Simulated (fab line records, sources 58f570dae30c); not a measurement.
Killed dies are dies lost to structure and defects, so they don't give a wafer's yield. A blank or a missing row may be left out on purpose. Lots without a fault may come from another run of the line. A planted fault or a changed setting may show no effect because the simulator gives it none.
Problem report in the 8D (eight disciplines) form, filled by code | flow berkeley_cmos170 | the parts of the form that need people (team, actions taken, sign-off) are left out

1. THE PROBLEM
SPACER_TEOS_THK at UCB170_SPACER_THK_MEAS_01 reads a mean of 351 nm on 2 wafers of 2 lots; wafers without a fault read 377 nm with a standard deviation of 4.4. That is -5.9 standard deviations from the usual mean.
First seen on wafer L247.6, day 11 13:29, on film_metro-04. The record holds 42 wafers of 14 lots with a number at this step. Rule for "out", or "out of limits": more than 4 standard deviations from the usual mean. The other wafers with a number count as sound.

2. WHAT IT IS AND WHAT IT IS NOT
question                    | is                           | is not
which readings at this step | SPACER_TEOS_THK              | -
which lots                  | L246, L247                   | L232, L233, L235, L237, L238, L241, L242, L243, L244, L245, L253, L255
which wafers of those lots  | L246.1, L247.6               | L246.3, L246.6, L247.1, L247.4
read on which gauges        | film_metro-03, film_metro-04 | film_metro-02
when                        | from day 11 13:29            | up to then (32 sound wafers); but 8 sound wafers of L246, L253, L255 came after

3. SUSPECTS, AND WHAT RULES EACH OUT
Counting: a tool at a process step up to the reading stays a suspect if it ran every lot that is out. Sound lots after the first of them don't rule it out here, since some wafers of a struck lot are sound.
- the gauge at UCB170_SPACER_THK_MEAS_01: ruled out. The wafers that are out were read on 2 gauges (film_metro-03, film_metro-04).
- plasma_asher-04 at UCB170_NLDD_STRIP_10 (strips in O2): kept. It ran every lot that is out, first L247 (day 11 13:07); its last sound lot up to then is L245 (day 10 16:08).
- pecvd-02 at UCB170_SPACER_CVD_00 (deposits SiO2 from TEOS/O2, target thk 376 nm, time 47 s): kept. It ran every lot that is out, first L247 (day 11 13:26); its last sound lot up to then is L245 (day 10 16:28).
- Within pecvd-02 at UCB170_SPACER_CVD_00: the wafers that are out ran in chamber 2; their sound lot-mates ran in chambers 0, 1.
Left after counting: plasma_asher-04 at UCB170_NLDD_STRIP_10, pecvd-02 at UCB170_SPACER_CVD_00.

4. THE CAUSE (what the simulator had put in)
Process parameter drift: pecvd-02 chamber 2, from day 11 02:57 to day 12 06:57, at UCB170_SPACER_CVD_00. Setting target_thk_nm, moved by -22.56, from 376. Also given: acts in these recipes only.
Counting left 2 suspects, and this tool is among them.

5. THE CHAIN OF EFFECTS, in route order
Each row: a reading whose mean over the struck wafers that have a number lies more than 3 standard deviations from the usual. Only readings for which the record gives a usual standard deviation are gone through. hours: the time from each lot's start at the first step in this table that gives one to its start at this step, as a median over the lots. sigmas: the change in usual standard deviations.
hours | step                      | reading         | usual  | on struck wafers | change | sigmas
0     | UCB170_SPACER_THK_MEAS_01 | SPACER_TEOS_THK | 377 nm | 351              | -26    | -5.9
Later measuring or inspecting steps at which every struck wafer that the step has a row for has a number for every such reading, and none has moved that far: UCB170_PSD_CD_MEAS_06.

6. WHAT WOULD HAVE CAUGHT IT SOONER
In this record the first reading out of limits at a measuring or inspecting step was taken at day 11 13:29, 11 hours after the fault began at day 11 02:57.
Of the tool readings at UCB170_SPACER_CVD_00 for which the record gives a usual standard deviation, none was out on any struck wafer, so an alarm limit of 4 standard deviations on them would not have fired.
Of the lots that are out (2), L246 began UCB170_SPACER_CVD_00 on pecvd-02 after day 11 13:29. A hold on the tool at that time would have spared it.
